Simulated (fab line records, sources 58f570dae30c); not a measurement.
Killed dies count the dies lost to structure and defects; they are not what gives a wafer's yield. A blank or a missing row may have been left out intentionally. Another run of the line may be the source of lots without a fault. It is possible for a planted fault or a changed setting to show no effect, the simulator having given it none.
Comparing a struck lot with a sound one / flow berkeley_cmos170 / 32 out of 331 route steps
Sound: wafers L289.2, L289.4, L289.5. Struck: wafers L303.3, L303.5 (left out: L303.2, a lot-mate that was not struck); the cause follows at the end.
For every step that has rows: the tool of each side, followed by ch and its chambers, followed by its first start. Under that, the readings that differ: sound wafers / struck wafers / difference of the means / sigmas: that difference in standard deviations of wafers without a fault.
alike: same words and numbers on both sides, and readings whose means sit less than 2 such deviations apart. not compared: any withheld reading, any reading some wafer has no value for, any bound like >300 that may hide the same value, and any number with overlapping values for which the record gives no deviation.
A row with sigmas, a row that says differs or no value, or rows on one side alone: a step with any of these is where the two part. Numbers that don't overlap but have no deviation are shown without sigmas and don't part them. Lack of a reading on every wafer of one side parts them only where that side has two or more wafers.

first, 6 steps without rows for these wafers: UCB170_V2_HMDS_06 (prime time 60 s); UCB170_V2_COAT_07 (resist thk 900 nm); UCB170_V2_SOFTBAKE_08 (time 60 s); UCB170_V2_EXPOSE_09 (exposes mask VIA2, target cd 700 nm); UCB170_V2_PEB_10; UCB170_V2_DEVELOP_11 (develop time 45 s).
UCB170_V2_CD_MEAS_12: target cd 700 nm.
  sound on cd_sem-02, day 8 17:47; struck on cd_sem-01, day 12 16:13
  alike: cd_nm
UCB170_V2_OVL_MEAS_13:
  sound on overlay-02, day 8 17:53; struck on overlay-01, day 12 16:20
  alike: V2_OVL
UCB170_V2_ETCH_14: etches SiO2 in CHF3/CF4/Ar, stops on Al, target depth 1250 nm, time 291 s.
  sound on rie_diel-01 ch 0,2, day 8 17:55; struck on rie_diel-02 ch 0,1, day 12 16:22
  alike: CHF3_flow_sccm, drypump_motor_current_A, oes_product_au, throttle_valve_pct
  not compared: rf_hours_counter_h
UCB170_V2_STRIP_15: strips in O2.
  sound on plasma_asher-01 ch 0,1, day 8 18:05; struck on plasma_asher-01 ch 0,1, day 12 16:32
  alike: drypump_motor_current_A, oes_product_au, strip_time_to_endpoint_s
  not compared: rf_hours_counter_h
UCB170_V2_CD_MEAS_90: target cd 700 nm.
  sound on cd_sem-01, day 8 18:13; struck on cd_sem-01, day 12 16:40
  alike: cd_nm
then, 1 step without rows for these wafers: UCB170_M3_PRE_CLEAN_00 (preclean etch time 60 s).
UCB170_M3_SPUTTER_01: material Al, target thk 900 nm, time 120 s.
  sound on pvd_sputter-01, day 8 18:23; struck on pvd_sputter-01, day 12 16:49
reading=model.Al_of_M3_SPUTTER_01.thk_nm (nm); sound=907.2 912.2 908.7; struck=553.4 543.8; difference=-360.8; sigmas=
  alike: chamber_pressure_pa, throttle_valve_pct
UCB170_M3_RS_MEAS_02: measures by four-point-probe.
  sound on film_metro-03, day 8 18:29; struck on film_metro-02, day 12 16:56
reading=M3_AL_RS (ohm/sq); sound=0.0320 0.0318 0.0319; struck=0.0528 0.0536; difference=+0.0213; sigmas=+63
UCB170_M3_THK_MEAS_03: measures by xrf.
  sound on film_metro-03, day 8 18:35; struck on film_metro-02, day 12 17:02
reading=M3_AL_THK (nm); sound=918 917 917; struck=552 539; difference=-372; sigmas=-37
then, 3 steps without rows for these wafers: UCB170_M3_HMDS_04 (prime time 60 s); UCB170_M3_COAT_05 (resist thk 900 nm); UCB170_M3_SOFTBAKE_06 (time 60 s).
UCB170_M3_STRIP_07: strips in O2.
  sound on plasma_asher-04 ch 0,1, day 8 19:05; struck on plasma_asher-02 ch 1, day 12 17:32
  alike: drypump_motor_current_A, oes_product_au, strip_time_to_endpoint_s
  not compared: rf_hours_counter_h
then, 7 steps without rows for these wafers: UCB170_M3_STRIP_08 (strips KrF in DMSO, time 600 s); UCB170_M3_COAT_09; UCB170_M3_COAT_10 (resist thk 900 nm); UCB170_M3_SOFTBAKE_11 (time 59.14 s); UCB170_M3_EXPOSE_12 (exposes mask METAL3, target cd 700 nm); UCB170_M3_PEB_13; UCB170_M3_DEVELOP_14 (develop time 45 s).
UCB170_M3_CD_MEAS_15: target cd 700 nm.
  sound on cd_sem-01, day 8 20:19; struck on cd_sem-02, day 12 18:40
  alike: cd_nm
UCB170_M3_OVL_MEAS_16:
  sound on overlay-02, day 8 20:25; struck on overlay-01, day 12 18:47
  alike: M3_OVL
UCB170_M3_ETCH_17: etches BARC in N2/H2.
  sound on rie_diel-01 ch 0,1,2, day 8 20:26; struck on rie_diel-01 ch 0, day 12 18:49
  alike: drypump_motor_current_A, n2_flow_sccm, oes_product_au, throttle_valve_pct
UCB170_M3_METAL_ETCH_18: etches Al in Cl2/BCl3, stops on SiO2, target depth 1170 nm, time 195 s.
  sound on rie_metal-04 ch 0,1, day 8 20:29; struck on rie_metal-04 ch 1, day 12 18:51
reading=oes_product_au (a.u.); sound=0.868 0.862 0.886; struck=0.690 0.685; difference=-0.184; sigmas=-12
  alike: drypump_motor_current_A, throttle_valve_pct
  not compared: rf_hours_counter_h
UCB170_M3_STRIP_19: strips in O2.
  sound on plasma_asher-04 ch 0,1, day 8 20:40; struck on plasma_asher-02 ch 0,1, day 12 19:02
reading=oes_product_au (a.u.); sound=0.525 0.505 0.536; struck=0.545 0.544; difference=+0.022; sigmas=+2
  alike: drypump_motor_current_A
  not compared: rf_hours_counter_h
UCB170_M3_PROBE_99:
  sound on prober-01, day 8 21:06; struck on prober-01, day 12 19:29
reading=model.etest.antenna_m3.vt_shift_v (V); sound=-0.01631 -0.01061 -0.01502; struck=-0.02054 -0.0297; difference=-0.01114; sigmas=

== WHERE THEY PART ==
Last at UCB170_M3_STRIP_19 as far as this record goes, first at UCB170_M3_RS_MEAS_02.

WHY: what had been put in by the simulator
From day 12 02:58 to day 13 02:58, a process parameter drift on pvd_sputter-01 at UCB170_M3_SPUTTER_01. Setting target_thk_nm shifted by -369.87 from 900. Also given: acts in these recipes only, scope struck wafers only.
